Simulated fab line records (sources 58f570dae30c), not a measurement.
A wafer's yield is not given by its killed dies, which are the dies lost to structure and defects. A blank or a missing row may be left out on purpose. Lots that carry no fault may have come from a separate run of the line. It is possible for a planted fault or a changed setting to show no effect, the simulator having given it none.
Struck lot and sound lot, side by side	flow berkeleyCmos170	17 out of 331 route steps
Sound: wafers L881.2, L881.3, L881.5. Struck: wafer L879.6. (L879.4, L879.5 of the same lot were not struck and are left out.) The cause comes at the end.
Per side, at each step with rows, come the tool, then ch with its chambers, and then its first start. Under that, the readings that differ: sound wafers	struck wafers	difference of the means	sigmas: that difference in standard deviations of wafers without a fault.
alike: words and numbers the same on both sides, and readings whose means are apart by under 2 such deviations; not compared: readings that were withheld, readings missing a value for some wafer, numbers with overlapping values and no deviation given by the record, and bounds like >300 which may hide the same value.
The two part at a step that has a row with sigmas, a row that says differs or no value, or rows on one side only. Numbers that don't overlap but have no deviation are shown without sigmas and don't part them. A reading missing from all wafers of one side parts the sides only when that side holds two or more wafers.

first, 1 step without rows for these wafers: UCB170_M2_SOFTBAKE_06 (time 60 s).
UCB170_M2_STRIP_07: strips in O2.
  sound on plasmaAsher-02 ch 0,1, day 11 13:54; struck on plasmaAsher-01 ch 0, day 10 15:59
  alike: drypumpMotorCurrentA, oesProductAu, stripTimeToEndpointS
  not compared: rfHoursCounterH
then, 7 steps without rows for these wafers: UCB170_M2_STRIP_08 (strips KrF in DMSO, time 600 s); UCB170_M2_COAT_09; UCB170_M2_COAT_10 (resist thk 900 nm); UCB170_M2_SOFTBAKE_11 (time 60 s); UCB170_M2_EXPOSE_12 (exposes mask METAL2, target cd 700 nm); UCB170_M2_PEB_13; UCB170_M2_DEVELOP_14 (develop time 45 s).
UCB170_M2_CD_MEAS_15: target cd 700 nm.
  sound on cdSem-01, day 11 16:49; struck on cdSem-01, day 10 18:22
  alike: cdNm
UCB170_M2_OVL_MEAS_16:
  sound on overlay-01, day 11 16:55; struck on overlay-01, day 10 18:27
  alike: M2_OVL
UCB170_M2_ETCH_17: etches BARC in N2/H2.
  sound on rieDiel-01 ch 0,1,2, day 11 16:57; struck on rieDiel-02 ch 3, day 10 18:28
  alike: drypumpMotorCurrentA, oesProductAu, throttleValvePct
UCB170_M2_METAL_ETCH_18: etches Al in Cl2/BCl3, stops on SiO2, target depth 1170 nm, time 195 s.
  sound on rieMetal-02 ch 0,1, day 11 17:00; struck on rieMetal-03 ch 1, day 10 18:34
reading	sound	struck	difference	sigmas
model.KrF_of_M2_COAT_10.thkNm (nm)	211.6 192.8 206.6	355.6	+151.9	
model.SiO2_of_V1_CVD_00.thkNm (nm)	937.8 935.1 936.4	950	+14	
model.M2.cdNm (nm)	705.2 706.8 704	710	+5	
  alike: bcl3FlowSccm, drypumpMotorCurrentA, oesProductAu, throttleValvePct
  not compared: rfHoursCounterH
UCB170_M2_STRIP_19: strips in O2.
  sound on plasmaAsher-02 ch 0,1, day 11 17:11; struck on plasmaAsher-01 ch 0, day 10 18:44
reading	sound	struck	difference	sigmas
oesProductAu (a.u.)	0.548 0.521 0.538	0.690	+0.154	+12
  alike: drypumpMotorCurrentA
  not compared: rfHoursCounterH
UCB170_M2_CD_MEAS_90: target cd 700 nm.
  sound on cdSem-02, day 11 17:18; struck on cdSem-02, day 10 18:52
  alike: cdNm
UCB170_V2_CVD_00: deposits SiO2 from TEOS/O2, target thk 2000 nm, time 250 s.
  sound on pecvd-01 ch 0,1, day 11 17:24; struck on pecvd-01 ch 1, day 10 19:00
  alike: heaterPowerW
UCB170_M3_PROBE_99:
  sound on prober-02, day 11 23:15; struck on prober-02, day 11 01:05
reading	sound	struck	difference	sigmas
model.etest.antennaM2.vtShiftV (V)	-0.01244 -0.01447 -0.01632	-0.009796	+0.004614	

== WHERE THEY PART ==
Only at UCB170_M2_STRIP_19, within this record. Later steps at which nothing parts them and some readings are alike: UCB170_M2_CD_MEAS_90, UCB170_V2_CVD_00.

WHY: whatever the simulator had introduced
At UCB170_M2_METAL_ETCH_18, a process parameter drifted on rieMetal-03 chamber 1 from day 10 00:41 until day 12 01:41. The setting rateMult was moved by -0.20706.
